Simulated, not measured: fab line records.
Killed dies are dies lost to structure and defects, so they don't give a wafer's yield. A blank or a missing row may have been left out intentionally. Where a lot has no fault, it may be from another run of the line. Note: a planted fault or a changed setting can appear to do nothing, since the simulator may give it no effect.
Which tool is to blame? :: flow rit cmos :: 15 lots, 45 wafers sampled, at 3 steps of a route of 202

WHAT EACH GAUGE READ, for each wafer
RIT_CONTACT_OVL_MEAS_09.
lot: L558
measured: day 3 06:22
on: overlay-01
CONTACT_OVL (nm): -2.3 -1.1 -0.1

lot: L559
measured: day 3 10:37
on: overlay-02
CONTACT_OVL (nm): -0.4 -2.3 -1.1

lot: L561
measured: day 3 18:36
on: overlay-02
CONTACT_OVL (nm): -1.4 -0.2 -2.6

lot: L563
measured: day 4 06:38
on: overlay-01
CONTACT_OVL (nm): -3.5 -2.3 -1.1

lot: L564
measured: day 4 09:55
on: overlay-02
CONTACT_OVL (nm): 0.3 -1.3 0.2

lot: L565
measured: day 4 14:50
on: overlay-02
CONTACT_OVL (nm): -1.0 -1.1 -2.1

lot: L567
measured: day 5 01:35
on: overlay-02
CONTACT_OVL (nm): 1.3 -1.3 1.8

lot: L568
measured: day 5 06:11
on: overlay-02
CONTACT_OVL (nm): -2.4 -1.8 0.5

lot: L569
measured: day 5 10:30
on: overlay-02
CONTACT_OVL (nm): -1.1 -1.6 0.0

lot: L570
measured: day 5 15:14
on: overlay-01
CONTACT_OVL (nm): -1.8 -3.5 -0.8

lot: L571
measured: day 5 19:58
on: overlay-01
CONTACT_OVL (nm): -0.1 -0.8 -0.9

lot: L573
measured: day 6 07:41
on: overlay-02
CONTACT_OVL (nm): -0.1 0.6 -0.7

lot: L575
measured: day 6 19:23
on: overlay-01
CONTACT_OVL (nm): 1.1 0.1 0.8

lot: L577
measured: day 7 08:07
on: overlay-02
CONTACT_OVL (nm): -1.9 1.0 -0.7

lot: L580
measured: day 7 19:32
on: overlay-02
CONTACT_OVL (nm): -1.8 -2.5 0.4

EACH LOT AND THE TOOL THAT RAN IT (in order: tool; ch and the chambers of the sampled wafers; start)
lot: L558
RIT_NSD_STRIP_09: plasma asher-03 ch 0,1, day 3 01:56
RIT_SDANNEAL_RTA_03: rtp anneal-02 ch 0, day 3 04:07

lot: L559
RIT_NSD_STRIP_09: plasma asher-03 ch 0,1, day 3 06:01
RIT_SDANNEAL_RTA_03: rtp anneal-01 ch 0, day 3 08:03

lot: L561
RIT_NSD_STRIP_09: plasma asher-01 ch 0,1, day 3 14:19
RIT_SDANNEAL_RTA_03: rtp anneal-01 ch 0, day 3 16:21

lot: L563
RIT_NSD_STRIP_09: plasma asher-03 ch 1, day 4 02:14
RIT_SDANNEAL_RTA_03: rtp anneal-01 ch 0, day 4 04:16

lot: L564
RIT_NSD_STRIP_09: plasma asher-01 ch 0,1, day 4 05:20
RIT_SDANNEAL_RTA_03: rtp anneal-02 ch 0, day 4 07:31

lot: L565
RIT_NSD_STRIP_09: plasma asher-01 ch 0,1, day 4 10:32
RIT_SDANNEAL_RTA_03: rtp anneal-01 ch 0, day 4 12:35

lot: L567
RIT_NSD_STRIP_09: plasma asher-03 ch 0, day 4 21:05
RIT_SDANNEAL_RTA_03: rtp anneal-01 ch 0, day 4 23:17

lot: L568
RIT_NSD_STRIP_09: plasma asher-03 ch 0,1, day 5 01:46
RIT_SDANNEAL_RTA_03: rtp anneal-02 ch 0, day 5 03:55

lot: L569
RIT_NSD_STRIP_09: plasma asher-03 ch 0, day 5 05:58
RIT_SDANNEAL_RTA_03: rtp anneal-01 ch 0, day 5 08:07

lot: L570
RIT_NSD_STRIP_09: plasma asher-03 ch 1, day 5 10:50
RIT_SDANNEAL_RTA_03: rtp anneal-02 ch 0, day 5 12:52

lot: L571
RIT_NSD_STRIP_09: plasma asher-04 ch 0,1, day 5 15:20
RIT_SDANNEAL_RTA_03: rtp anneal-01 ch 0, day 5 17:35

lot: L573
RIT_NSD_STRIP_09: plasma asher-04 ch 0,1, day 6 03:22
RIT_SDANNEAL_RTA_03: rtp anneal-01 ch 0, day 6 05:25

lot: L575
RIT_NSD_STRIP_09: plasma asher-01 ch 0,1, day 6 14:53
RIT_SDANNEAL_RTA_03: rtp anneal-01 ch 0, day 6 17:07

lot: L577
RIT_NSD_STRIP_09: plasma asher-01 ch 0,1, day 7 03:37
RIT_SDANNEAL_RTA_03: rtp anneal-01 ch 0, day 7 05:41

lot: L580
RIT_NSD_STRIP_09: plasma asher-04 ch 0,1, day 7 15:10
RIT_SDANNEAL_RTA_03: rtp anneal-02 ch 0, day 7 17:10
- RIT_NSD_STRIP_09: strips in O2, time 180 s.
- RIT_SDANNEAL_RTA_03: time 5 s.

WHAT THE TOOLS THEMSELVES READ (means of the sampled wafers that have a number; where no wafer has one, the mark that the record gives instead)
RIT_NSD_STRIP_09.
lot: L558
tool: plasma asher-03
chamber pressure mTorr (mTorr): 3996
drypump motor current A (A): 5.7
rf refl power W (W): 7.2

lot: L559
tool: plasma asher-03
chamber pressure mTorr (mTorr): 3997
drypump motor current A (A): 5.7
rf refl power W (W): 7.2

lot: L561
tool: plasma asher-01
chamber pressure mTorr (mTorr): 4003
drypump motor current A (A): 5.7
rf refl power W (W): 5.9

lot: L563
tool: plasma asher-03
chamber pressure mTorr (mTorr): 3998
drypump motor current A (A): 6.0
rf refl power W (W): 7.9

lot: L564
tool: plasma asher-01
chamber pressure mTorr (mTorr): 4000
drypump motor current A (A): 5.4
rf refl power W (W): 5.8

lot: L565
tool: plasma asher-01
chamber pressure mTorr (mTorr): 4003
drypump motor current A (A): 5.4
rf refl power W (W): 5.8

lot: L567
tool: plasma asher-03
chamber pressure mTorr (mTorr): 3999
drypump motor current A (A): 5.0
rf refl power W (W): 5.8

lot: L568
tool: plasma asher-03
chamber pressure mTorr (mTorr): 3999
drypump motor current A (A): 5.7
rf refl power W (W): 7.3

lot: L569
tool: plasma asher-03
chamber pressure mTorr (mTorr): 4000
drypump motor current A (A): 5.0
rf refl power W (W): 5.9

lot: L570
tool: plasma asher-03
chamber pressure mTorr (mTorr): 4003
drypump motor current A (A): 5.9
rf refl power W (W): 8.0

lot: L571
tool: plasma asher-04
chamber pressure mTorr (mTorr): 4000
drypump motor current A (A): 5.4
rf refl power W (W): 7.8

lot: L573
tool: plasma asher-04
chamber pressure mTorr (mTorr): 4001
drypump motor current A (A): 5.3
rf refl power W (W): 8.0

lot: L575
tool: plasma asher-01
chamber pressure mTorr (mTorr): 3999
drypump motor current A (A): 5.4
rf refl power W (W): 5.8

lot: L577
tool: plasma asher-01
chamber pressure mTorr (mTorr): 4002
drypump motor current A (A): 5.7
rf refl power W (W): 6.0

lot: L580
tool: plasma asher-04
chamber pressure mTorr (mTorr): 3999
drypump motor current A (A): 5.6
rf refl power W (W): 6.8

RIT_SDANNEAL_RTA_03.
lot: L558
tool: rtp anneal-02
wafer_temp_C_max: 1053.8

lot: L559
tool: rtp anneal-01
wafer_temp_C_max: 1054.0

lot: L561
tool: rtp anneal-01
wafer_temp_C_max: 1053.7

lot: L563
tool: rtp anneal-01
wafer_temp_C_max: 1053.9

lot: L564
tool: rtp anneal-02
wafer_temp_C_max: 1054.0

lot: L565
tool: rtp anneal-01
wafer_temp_C_max: 1053.0

lot: L567
tool: rtp anneal-01
wafer_temp_C_max: 1052.8

lot: L568
tool: rtp anneal-02
wafer_temp_C_max: 1053.7

lot: L569
tool: rtp anneal-01
wafer_temp_C_max: 1053.3

lot: L570
tool: rtp anneal-02
wafer_temp_C_max: 1053.8

lot: L571
tool: rtp anneal-01
wafer_temp_C_max: 1053.7

lot: L573
tool: rtp anneal-01
wafer_temp_C_max: 1053.5

lot: L575
tool: rtp anneal-01
wafer_temp_C_max: 1053.9

lot: L577
tool: rtp anneal-01
wafer_temp_C_max: 1053.2

lot: L580
tool: rtp anneal-02
wafer_temp_C_max: 1054.6

THE ANSWER, worked out from the rows above alone
Rule: the usual values come from the lots themselves. The widest of any qualifying gaps counts: lots, ordered by their means at a reading, are off when they make up no more than a third of the lots, leave a main group of 4 or more, and stand apart from it by 3 or more times the standard deviation of that group's means. If all means in a main group match to the digits the tables above print for the reading, that group is not used. Also off: a lot with no number at a reading for which 4 or more lots have one. The other lots that the step has rows for count as sound. After the gauges, taken in route order, come the tools' own readings; for these a lot's mean is taken, as printed above. The first step at which some lot is off is used, and at that step the reading that is off furthest; a lot without a number counts as furthest.
None of the lots is off at any reading shown; this tells nothing.

WHAT THE SIMULATOR HAD PUT IN
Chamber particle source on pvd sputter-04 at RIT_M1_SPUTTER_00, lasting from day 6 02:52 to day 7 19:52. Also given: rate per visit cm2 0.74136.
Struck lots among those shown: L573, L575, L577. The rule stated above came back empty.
